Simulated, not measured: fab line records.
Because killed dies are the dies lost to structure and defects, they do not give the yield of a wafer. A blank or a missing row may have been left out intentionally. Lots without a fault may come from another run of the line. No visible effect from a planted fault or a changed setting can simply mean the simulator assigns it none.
fab line records	flow rit_cmos	part 1 of 2: steps 1 to 26 of 35
record: lots: 5	wafers: 15	last_day: 7
route steps=202 shown NLDD@103 PLDD@114 SPACER@125 NSD@131
lots that met no fault: taken from a fault-free run of the same line
start_h: start of the lot's first displayed wafer, in hours after the record's first day	wait_h: how many hours have passed since the lot's step before this one	" identical to the entry in the row above	L1.1+2: a single row standing in for several wafers	- either no value or no given start	* or withheld: withheld	< > ~ a bound
route shown NAME@n: NAME is a module with steps in the file, n the number in the route of the first one	usual: the fault-free wafers' mean and standard deviation	same: alike in all rows	chamber/n: place in a boat	sites: each site's reading	_std_site: the values' standard deviation	_edge_site: outer sites' mean less inner sites'	radius_mm: for every site, how far away it sits from the centre of the wafer	mask NAME#n: copy n	behind: tool/chamber where the wafer was last shaped	hold: why the lot was held/for how many hours/how that ended	device: transistor that didn't switch, given as n, p or np	end of line: the same wafers' tests at the end of the route	step lacking rows: just its recipe	killed: count of dies lost to structure and defects at first sort (not the wafer's yield)	map: the dies of a wafer, with x for killed, . for not killed, _ for no die there
set.NAME: the setting as run; set.NAME@STEP: as run at that earlier step	model.NAME: the simulator's own value behind a step, which no gauge read
lots at selected steps of the route; one table per step, one row per wafer
services: when a tool's chamber went out of use (start_h, in hours from the record's first day, below 0 if earlier), for how many hours, and the reason
== steps ==
step: RIT_NLDD_HMDS_00
recipe: prime_time_s: 60	prime_temp_c: 140
usual: prime_temp_c: 139.99/0.15	resist_line_temp_C: 23.01/0.12
same: prime_time_s: 60
lot.wafer	tool	chamber	start_h	wait_h	prime_temp_c	resist_line_temp_C
L075.1	litho_track-02	0	54.74	0.1	139.93	22.91
L075.4	"	0	"	"	139.97	23.04
L075.5	"	0	"	"	139.81	22.94
L087.1	litho_track-04	0	115.70	0.1	140.22	23.18
L087.4	"	0	"	"	139.94	23.20
L087.6	"	0	"	"	140.07	23.15
L091.1	litho_track-03	0	128.80	0.1	140.11	22.88
L091.3	"	0	"	"	139.96	23.08
L091.5	"	0	"	"	139.95	22.98
L094.1	litho_track-03	0	143.81	0.1	139.96	23.15
L094.2	"	0	"	"	139.91	23.24
L094.3	"	0	"	"	139.73	23.09
L096.2	litho_track-02	0	156.25	0.1	140.09	23.00
L096.5	"	0	"	"	139.88	22.98
L096.6	"	0	"	"	140.05	22.98
step: RIT_NLDD_COAT_01
recipe: resist: NOVOLAK	spin_rpm: 3250	resist_thk_nm: 1000
usual: resist_line_temp_C: 22.99/0.11
lot.wafer	tool	chamber	start_h	wait_h	resist_line_temp_C
L075.1	litho_track-02	0	54.89	0.1	22.94
L075.4	"	0	"	"	22.95
L075.5	"	0	"	"	22.96
L087.1	litho_track-04	0	115.85	0.1	23.07
L087.4	"	0	"	"	22.93
L087.6	"	0	"	"	22.89
L091.1	litho_track-03	0	128.95	0.1	23.17
L091.3	"	0	"	"	23.06
L091.5	"	0	"	"	22.98
L094.1	litho_track-03	0	143.96	0.1	22.94
L094.2	"	0	"	"	23.16
L094.3	"	0	"	"	22.95
L096.2	litho_track-02	0	156.40	0.1	23.08
L096.5	"	0	"	"	23.13
L096.6	"	0	"	"	23.05
step: RIT_NLDD_SOFTBAKE_02
recipe: resist: NOVOLAK	temp_c: 90	time_s: 60
usual: resist_line_temp_C: 23.01/0.11
lot.wafer	tool	chamber	start_h	wait_h	resist_line_temp_C
L075.1	litho_track-02	0	55.04	0.1	23.05
L075.4	"	0	"	"	22.95
L075.5	"	0	"	"	22.97
L087.1	litho_track-04	0	116.00	0.1	23.14
L087.4	"	0	"	"	22.83
L087.6	"	0	"	"	23.04
L091.1	litho_track-03	0	129.10	0.1	22.96
L091.3	"	0	"	"	22.88
L091.5	"	0	"	"	22.87
L094.1	litho_track-03	0	144.11	0.1	23.06
L094.2	"	0	"	"	22.99
L094.3	"	0	"	"	22.97
L096.2	litho_track-02	0	156.55	0.1	22.99
L096.5	"	0	"	"	22.92
L096.6	"	0	"	"	22.91
step: RIT_NLDD_EXPOSE_03
recipe: mask_id: M7	na: 0.57	target_cd_nm: 40700	dose_mj: 250
usual: focus_offset_nm: 0.1/0.49	reticle_temp_C: 23.01/0.11
lot.wafer	tool	chamber	start_h	wait_h	mask	focus_offset_nm	reticle_temp_C
L075.1	iline_stepper-01	0	55.19	0.1	M7#0	-0.1	23.13
L075.4	"	0	"	"	M7#0	-1.2	23.14
L075.5	"	0	"	"	M7#0	0.3	23.28
L087.1	iline_stepper-01	0	116.15	0.1	M7#0	0.7	23.06
L087.4	"	0	"	"	M7#0	0.1	23.07
L087.6	"	0	"	"	M7#0	-0.1	22.96
L091.1	iline_stepper-01	0	129.38	0.2	M7#0	-1.2	23.01
L091.3	"	0	"	"	M7#0	-0.2	23.04
L091.5	"	0	"	"	M7#0	-0.8	22.91
L094.1	iline_stepper-02	0	144.38	0.2	M7#0	-0.1	23.01
L094.2	"	0	"	"	M7#0	-0.1	22.97
L094.3	"	0	"	"	M7#0	-0.1	22.90
L096.2	iline_stepper-01	0	156.82	0.2	M7#0	0.4	22.90
L096.5	"	0	"	"	M7#0	1.0	22.98
L096.6	"	0	"	"	M7#0	0.3	22.86
step: RIT_NLDD_PEB_04
recipe: resist: NOVOLAK	temp_c: withheld	time_s: withheld
usual: resist_line_temp_C: *
lot.wafer	tool	chamber	start_h	wait_h	resist_line_temp_C
L075.1	litho_track-04	0	55.31	0.1	*
L075.4	"	0	"	"	*
L075.5	"	0	"	"	*
L087.1	litho_track-03	0	116.26	0.1	*
L087.4	"	0	"	"	*
L087.6	"	0	"	"	*
L091.1	litho_track-03	0	129.49	0.1	*
L091.3	"	0	"	"	*
L091.5	"	0	"	"	*
L094.1	litho_track-02	0	144.50	0.1	*
L094.2	"	0	"	"	*
L094.3	"	0	"	"	*
L096.2	litho_track-03	0	156.94	0.1	*
L096.5	"	0	"	"	*
L096.6	"	0	"	"	*
step: RIT_NLDD_DEVELOP_05
recipe: resist: NOVOLAK	develop_time_s: 50	dev_temp_c: 23
usual: resist_line_temp_C: 22.99/0.11
lot.wafer	tool	chamber	start_h	wait_h	resist_line_temp_C
L075.1	litho_track-04	0	-	-	22.87
L075.4	"	0	"	"	22.92
L075.5	"	0	"	"	22.90
L087.1	litho_track-03	0	-	-	22.79
L087.4	"	0	"	"	22.87
L087.6	"	0	"	"	22.92
L091.1	litho_track-03	0	-	-	23.12
L091.3	"	0	"	"	23.06
L091.5	"	0	"	"	23.10
L094.1	litho_track-02	0	-	-	23.11
L094.2	"	0	"	"	23.12
L094.3	"	0	"	"	22.99
L096.2	litho_track-03	0	-	-	22.88
L096.5	"	0	"	"	22.68
L096.6	"	0	"	"	22.90
step: RIT_NLDD_OVL_MEAS_06
usual: NLDD_OVL: -0.5/1.5
lot.wafer	tool	chamber	start_h	wait_h	NLDD_OVL[nm]
L075.1	overlay-01	-	55.59	-	-2.3
L075.4	"	-	"	"	-2.4
L075.5	"	-	"	"	-1.2
L087.1	overlay-02	-	116.55	-	0.6
L087.4	"	-	"	"	-1.5
L087.6	"	-	"	"	1.7
L091.1	overlay-01	-	129.78	-	-1.8
L091.3	"	-	"	"	-1.4
L091.5	"	-	"	"	-0.8
L094.1	overlay-02	-	144.78	-	0.8
L094.2	"	-	"	"	1.1
L094.3	"	-	"	"	1.9
L096.2	overlay-01	-	157.21	-	0.0
L096.5	"	-	"	"	-0.1
L096.6	"	-	"	"	-1.7
step: RIT_NLDD_HARDBAKE_07
recipe: resist: NOVOLAK	temp_c: 140	time_s: 60
usual: resist_line_temp_C: 22.99/0.095
lot.wafer	tool	chamber	start_h	wait_h	resist_line_temp_C
L075.1	litho_track-04	0	55.63	0.0	23.03
L075.4	"	0	"	"	23.04
L075.5	"	0	"	"	22.95
L087.1	litho_track-03	0	116.58	0.0	22.96
L087.4	"	0	"	"	22.91
L087.6	"	0	"	"	23.07
L091.1	litho_track-04	0	129.81	0.0	22.98
L091.3	"	0	"	"	22.93
L091.5	"	0	"	"	22.92
L094.1	litho_track-04	0	144.82	0.0	22.84
L094.2	"	0	"	"	23.06
L094.3	"	0	"	"	23.08
L096.2	litho_track-02	0	157.26	0.0	23.07
L096.5	"	0	"	"	22.99
L096.6	"	0	"	"	23.00
step: RIT_NLDD_IMPLANT_08
recipe: species: P	energy_kev: 20	dose_cm2: 5e+14	tilt_deg: 7
usual: faraday_current_uA: 1571/29
lot.wafer	tool	chamber	start_h	wait_h	faraday_current_uA
L075.1	implanter-01	0	55.78	0.1	1565
L075.4	"	0	"	"	1511
L075.5	"	0	"	"	1586
L087.1	implanter-01	0	116.73	0.1	1594
L087.4	"	0	"	"	1532
L087.6	"	0	"	"	1567
L091.1	implanter-04	0	129.96	0.1	1617
L091.3	"	0	"	"	1576
L091.5	"	0	"	"	1545
L094.1	implanter-02	0	144.97	0.1	1564
L094.2	"	0	"	"	1579
L094.3	"	0	"	"	1517
L096.2	implanter-02	0	157.41	0.1	1600
L096.5	"	0	"	"	1557
L096.6	"	0	"	"	1598
step: RIT_NLDD_STRIP_09
recipe: chemistry: O2	time_s: 180	resist: NOVOLAK	platen_temp_c: withheld	power_w: 500	pressure_mtorr: 4000	o2_flow_sccm: 4000
usual: drypump_motor_current_A: 5.66/0.26
lot.wafer	tool	chamber	start_h	wait_h	drypump_motor_current_A	rf_hours_counter_h
L075.1	plasma_asher-03	0	55.93	0.1	5.39	41
L075.4	"	0	"	"	5.35	-
L075.5	"	1	"	"	5.74	-
L087.1	plasma_asher-02	1	116.88	0.1	6.01	33
L087.4	"	0	"	"	5.76	-
L087.6	"	1	"	"	6.01	-
L091.1	plasma_asher-03	1	130.11	0.1	5.71	1
L091.3	"	1	"	"	5.72	-
L091.5	"	1	"	"	5.75	-
L094.1	plasma_asher-03	1	145.12	0.1	5.72	3
L094.2	"	0	"	"	5.40	3
L094.3	"	1	"	"	5.77	-
L096.2	plasma_asher-04	1	157.54	0.1	5.77	53
L096.5	"	0	"	"	5.24	-
L096.6	"	1	"	"	5.77	-
step: RIT_NLDD_TW_MEAS_10
usual: NLDD_TW: 2480/15
lot.wafer	tool	chamber	start_h	wait_h	NLDD_TW
L075.1	film_metro-02	-	56.10	0.1	2498
L075.4	"	-	"	"	2494
L075.5	"	-	"	"	2502
L087.1	film_metro-03	-	117.06	0.1	2484
L087.4	"	-	"	"	2480
L087.6	"	-	"	"	2486
L091.1	film_metro-03	-	130.29	0.1	2492
L091.3	"	-	"	"	2490
L091.5	"	-	"	"	2485
L094.1	film_metro-01	-	145.29	0.1	2478
L094.2	"	-	"	"	2480
L094.3	"	-	"	"	2478
L096.2	film_metro-02	-	157.72	0.1	2486
L096.5	"	-	"	"	2505
L096.6	"	-	"	"	2479
step: RIT_PLDD_HMDS_00
recipe: prime_time_s: 60	prime_temp_c: 140
usual: prime_temp_c: 140.01/0.14	resist_line_temp_C: 22.98/0.11
same: prime_time_s: 60
lot.wafer	tool	chamber	start_h	wait_h	prime_temp_c	resist_line_temp_C
L075.1	litho_track-04	0	56.16	0.1	140.13	22.78
L075.4	"	0	"	"	140.10	22.86
L075.5	"	0	"	"	140.19	22.93
L087.1	litho_track-02	0	117.19	0.1	140.15	23.11
L087.4	"	0	"	"	140.24	22.97
L087.6	"	0	"	"	140.02	22.88
L091.1	litho_track-02	0	130.35	0.1	140.09	22.72
L091.3	"	0	"	"	139.96	22.91
L091.5	"	0	"	"	140.05	22.77
L094.1	litho_track-04	0	145.35	0.1	140.00	23.09
L094.2	"	0	"	"	140.06	23.04
L094.3	"	0	"	"	139.85	22.97
L096.2	litho_track-02	0	157.92	0.2	139.68	23.07
L096.5	"	0	"	"	139.89	23.12
L096.6	"	0	"	"	139.81	23.07
step: RIT_PLDD_COAT_01
recipe: resist: NOVOLAK	spin_rpm: 3250	resist_thk_nm: 1000
usual: resist_line_temp_C: 23.01/0.11
lot.wafer	tool	chamber	start_h	wait_h	resist_line_temp_C
L075.1	litho_track-04	0	56.31	0.1	23.20
L075.4	"	0	"	"	23.11
L075.5	"	0	"	"	22.96
L087.1	litho_track-02	0	117.34	0.1	23.17
L087.4	"	0	"	"	22.93
L087.6	"	0	"	"	23.14
L091.1	litho_track-02	0	130.50	0.1	23.00
L091.3	"	0	"	"	23.05
L091.5	"	0	"	"	22.90
L094.1	litho_track-04	0	145.50	0.1	22.97
L094.2	"	0	"	"	23.06
L094.3	"	0	"	"	22.85
L096.2	litho_track-02	0	158.07	0.1	22.84
L096.5	"	0	"	"	23.04
L096.6	"	0	"	"	22.94
step: RIT_PLDD_SOFTBAKE_02
recipe: resist: NOVOLAK	temp_c: 90	time_s: 60
usual: resist_line_temp_C: 22.99/0.12
lot.wafer	tool	chamber	start_h	wait_h	resist_line_temp_C
L075.1	litho_track-04	0	56.46	0.1	22.66
L075.4	"	0	"	"	22.77
L075.5	"	0	"	"	22.72
L087.1	litho_track-02	0	117.49	0.1	23.01
L087.4	"	0	"	"	22.99
L087.6	"	0	"	"	22.93
L091.1	litho_track-02	0	130.65	0.1	22.75
L091.3	"	0	"	"	23.03
L091.5	"	0	"	"	23.00
L094.1	litho_track-04	0	145.65	0.1	23.08
L094.2	"	0	"	"	23.00
L094.3	"	0	"	"	23.09
L096.2	litho_track-02	0	158.22	0.1	23.20
L096.5	"	0	"	"	22.96
L096.6	"	0	"	"	23.00
step: RIT_PLDD_EXPOSE_03
recipe: mask_id: M8	na: 0.57	target_cd_nm: 40900	dose_mj: 250
usual: focus_offset_nm: 0.0/0.48	reticle_temp_C: 22.97/0.099
lot.wafer	tool	chamber	start_h	wait_h	mask	focus_offset_nm	reticle_temp_C
L075.1	iline_stepper-02	0	56.75	0.3	M8#0	0.6	23.08
L075.4	"	0	"	"	M8#0	-0.1	22.92
L075.5	"	0	"	"	M8#0	-0.9	22.96
L087.1	iline_stepper-01	0	117.64	0.1	M8#0	-0.3	23.03
L087.4	"	0	"	"	M8#0	-0.5	22.91
L087.6	"	0	"	"	M8#0	-0.9	22.99
L091.1	iline_stepper-01	0	130.80	0.1	M8#0	1.1	23.01
L091.3	"	0	"	"	M8#0	0.4	23.02
L091.5	"	0	"	"	M8#0	0.9	22.99
L094.1	iline_stepper-01	0	145.80	0.1	M8#0	0.2	22.92
L094.2	"	0	"	"	M8#0	-0.2	23.00
L094.3	"	0	"	"	M8#0	0.4	22.82
L096.2	iline_stepper-02	0	158.49	0.2	M8#0	-0.3	22.93
L096.5	"	0	"	"	M8#0	0.3	22.95
L096.6	"	0	"	"	M8#0	0.2	22.93
step: RIT_PLDD_PEB_04
recipe: resist: NOVOLAK	temp_c: withheld	time_s: withheld
usual: resist_line_temp_C: *
lot.wafer	tool	chamber	start_h	wait_h	resist_line_temp_C
L075.1	litho_track-04	0	56.87	0.1	*
L075.4	"	0	"	"	*
L075.5	"	0	"	"	*
L087.1	litho_track-01	0	117.89	0.2	*
L087.4	"	0	"	"	*
L087.6	"	0	"	"	*
L091.1	litho_track-01	0	131.03	0.2	*
L091.3	"	0	"	"	*
L091.5	"	0	"	"	*
L094.1	litho_track-04	0	145.92	0.1	*
L094.2	"	0	"	"	*
L094.3	"	0	"	"	*
L096.2	litho_track-04	0	158.69	0.2	*
L096.5	"	0	"	"	*
L096.6	"	0	"	"	*
step: RIT_PLDD_DEVELOP_05
recipe: resist: NOVOLAK	develop_time_s: 50	dev_temp_c: 23
usual: resist_line_temp_C: 22.96/0.091
lot.wafer	tool	chamber	start_h	wait_h	resist_line_temp_C
L075.1	litho_track-04	0	-	-	23.00
L075.4	"	0	"	"	22.97
L075.5	"	0	"	"	22.97
L087.1	litho_track-01	0	-	-	22.97
L087.4	"	0	"	"	23.19
L087.6	"	0	"	"	23.02
L091.1	litho_track-01	0	-	-	22.94
L091.3	"	0	"	"	22.89
L091.5	"	0	"	"	23.03
L094.1	litho_track-04	0	-	-	22.91
L094.2	"	0	"	"	22.93
L094.3	"	0	"	"	22.97
L096.2	litho_track-04	0	-	-	22.89
L096.5	"	0	"	"	22.94
L096.6	"	0	"	"	22.97
step: RIT_PLDD_OVL_MEAS_06
usual: PLDD_OVL: 0.3/1.5
lot.wafer	tool	chamber	start_h	wait_h	PLDD_OVL[nm]
L075.1	overlay-01	-	57.15	-	-0.2
L075.4	"	-	"	"	-0.9
L075.5	"	-	"	"	-1.5
L087.1	overlay-01	-	118.18	-	3.1
L087.4	"	-	"	"	1.0
L087.6	"	-	"	"	2.2
L091.1	overlay-02	-	131.31	-	0.0
L091.3	"	-	"	"	2.0
L091.5	"	-	"	"	0.1
L094.1	overlay-02	-	146.20	-	1.4
L094.2	"	-	"	"	2.6
L094.3	"	-	"	"	3.0
L096.2	overlay-02	-	158.95	-	1.1
L096.5	"	-	"	"	-1.2
L096.6	"	-	"	"	1.5
step: RIT_PLDD_HARDBAKE_07
recipe: resist: NOVOLAK	temp_c: 140	time_s: 60
usual: resist_line_temp_C: 23.02/0.12
lot.wafer	tool	chamber	start_h	wait_h	resist_line_temp_C
L075.1	litho_track-01	0	57.19	0.0	22.93
L075.4	"	0	"	"	22.85
L075.5	"	0	"	"	22.84
L087.1	litho_track-04	0	118.21	0.0	23.00
L087.4	"	0	"	"	23.18
L087.6	"	0	"	"	23.15
L091.1	litho_track-04	0	131.35	0.0	23.35
L091.3	"	0	"	"	23.10
L091.5	"	0	"	"	23.07
L094.1	litho_track-04	0	146.24	0.0	22.96
L094.2	"	0	"	"	22.88
L094.3	"	0	"	"	22.95
L096.2	litho_track-02	0	159.01	0.0	22.92
L096.5	"	0	"	"	22.94
L096.6	"	0	"	"	23.17
step: RIT_PLDD_IMPLANT_08
recipe: species: BF2	energy_kev: 20	dose_cm2: 9e+14	tilt_deg: 7
usual: faraday_current_uA: 2818/53
lot.wafer	tool	chamber	start_h	wait_h	faraday_current_uA
L075.1	implanter-01	0	57.34	0.1	2862
L075.4	"	0	"	"	2806
L075.5	"	0	"	"	2793
L087.1	implanter-03	0	118.36	0.1	2797
L087.4	"	0	"	"	2758
L087.6	"	0	"	"	2767
L091.1	implanter-02	0	131.50	0.1	2768
L091.3	"	0	"	"	2788
L091.5	"	0	"	"	2820
L094.1	implanter-01	0	146.39	0.1	2816
L094.2	"	0	"	"	2838
L094.3	"	0	"	"	2824
L096.2	implanter-02	0	159.16	0.1	2869
L096.5	"	0	"	"	2827
L096.6	"	0	"	"	2733
step: RIT_PLDD_STRIP_09
recipe: chemistry: O2	time_s: 180	resist: NOVOLAK	platen_temp_c: withheld	power_w: 500	pressure_mtorr: 4000	o2_flow_sccm: 4000
usual: drypump_motor_current_A: 5.72/0.29
lot.wafer	tool	chamber	start_h	wait_h	drypump_motor_current_A	rf_hours_counter_h
L075.1	plasma_asher-02	0	57.49	0.1	5.77	27
L075.4	"	0	"	"	5.78	-
L075.5	"	1	"	"	6.01	-
L087.1	plasma_asher-01	1	118.51	0.1	6.07	46
L087.4	"	0	"	"	5.72	-
L087.6	"	0	"	"	5.71	-
L091.1	plasma_asher-04	1	131.65	0.1	5.80	50
L091.3	"	0	"	"	5.19	-
L091.5	"	0	"	"	5.19	-
L094.1	plasma_asher-02	1	146.54	0.1	6.00	36
L094.2	"	0	"	"	5.76	36
L094.3	"	0	"	"	5.77	-
L096.2	plasma_asher-02	0	159.28	0.1	5.76	37
L096.5	"	0	"	"	5.76	-
L096.6	"	1	"	"	6.01	-
step: RIT_PLDD_TW_MEAS_10
usual: PLDD_TW: 2344/13
lot.wafer	tool	chamber	start_h	wait_h	PLDD_TW
L075.1	film_metro-02	-	57.66	0.1	2349
L075.4	"	-	"	"	2354
L075.5	"	-	"	"	2357
L087.1	film_metro-03	-	118.69	0.1	2347
L087.4	"	-	"	"	2335
L087.6	"	-	"	"	2332
L091.1	film_metro-03	-	131.83	0.1	2354
L091.3	"	-	"	"	2349
L091.5	"	-	"	"	2354
L094.1	film_metro-02	-	146.71	0.1	2350
L094.2	"	-	"	"	2339
L094.3	"	-	"	"	2342
L096.2	film_metro-03	-	159.47	0.1	2361
L096.5	"	-	"	"	2353
L096.6	"	-	"	"	2360
step: RIT_SPACER_CLEAN_00
recipe: chemistry: SC1	mix: 3:3:50	time_s: 600	temp_c: 75
usual: bath_guard_temp_C: 74.8/0.41
lot.wafer	tool	chamber	start_h	wait_h	bath_guard_temp_C
L075.1	wet_bench-04	0	57.72	0.1	74.8
L075.4	"	0	"	"	75.4
L075.5	"	0	"	"	75.2
L087.1	wet_bench-04	1	118.75	0.1	74.5
L087.4	"	1	"	"	74.4
L087.6	"	1	"	"	74.1
L091.1	wet_bench-03	0	131.89	0.1	74.0
L091.3	"	0	"	"	73.9
L091.5	"	0	"	"	74.0
L094.1	wet_bench-04	1	146.77	0.1	75.0
L094.2	"	1	"	"	74.7
L094.3	"	1	"	"	74.4
L096.2	wet_bench-04	0	159.52	0.0	75.1
L096.5	"	0	"	"	75.2
L096.6	"	0	"	"	75.1
step: RIT_SPACER_CLEAN_01
recipe: chemistry: dHF	dilution: 50:1	time_s: 30
lot.wafer	tool	chamber	start_h	wait_h
L075.1+4+5	wet_bench-03	2	57.90	0.0
L087.1+4+6	wet_bench-03	0	118.92	0.0
L091.1+3+5	wet_bench-04	2	132.09	0.0
L094.1+2+3	wet_bench-02	0	146.95	0.0
L096.2+5+6	wet_bench-03	3	159.71	0.0
step: RIT_SPACER_CLEAN_02
recipe: chemistry: SC2	mix: 3:3:50	time_s: 600	temp_c: 75	dry: n2_spin
usual: bath_guard_temp_C: 74.8/0.35
lot.wafer	tool	chamber	start_h	wait_h	bath_guard_temp_C
L075.1	wet_bench-04	0	57.91	0.0	75.3
L075.4	"	0	"	"	75.1
L075.5	"	0	"	"	75.1
L087.1	wet_bench-04	1	118.94	0.0	74.5
L087.4	"	1	"	"	74.4
L087.6	"	1	"	"	74.7
L091.1	wet_bench-02	0	132.11	0.0	75.0
L091.3	"	0	"	"	74.7
L091.5	"	0	"	"	74.9
L094.1	wet_bench-03	1	146.97	0.0	74.4
L094.2	"	1	"	"	74.6
L094.3	"	1	"	"	74.7
L096.2	wet_bench-02	1	159.73	0.0	75.3
L096.5	"	1	"	"	75.0
L096.6	"	1	"	"	75.1
step: RIT_SPACER_CVD_03
recipe: material: Si3N4	target_thk_nm: 250	temp_c: 810	precursor: SiH2Cl2/NH3	time_s: 3300	pressure_mtorr: 300	sih2cl2_flow_sccm: 60	nh3_flow_sccm: 150
usual: sih2cl2_flow_sccm: 59.97/0.18
lot.wafer	tool	chamber	start_h	wait_h	sih2cl2_flow_sccm
L075.1	lpcvd-02	0	58.53	0.4	59.74
L075.4	"	0	"	"	59.82
L075.5	"	0	"	"	59.76
L087.1	lpcvd-01	0	119.12	0.0	59.92
L087.4	"	0	"	"	59.76
L087.6	"	0	"	"	59.91
L091.1	lpcvd-01	1	132.29	0.0	59.76
L091.3	"	1	"	"	59.74
L091.5	"	1	"	"	60.14
L094.1	lpcvd-01	1	147.16	0.0	60.26
L094.2	"	1	"	"	60.12
L094.3	"	1	"	"	60.29
L096.2	lpcvd-02	0	159.93	0.0	59.98
L096.5	"	0	"	"	59.77
L096.6	"	0	"	"	60.02
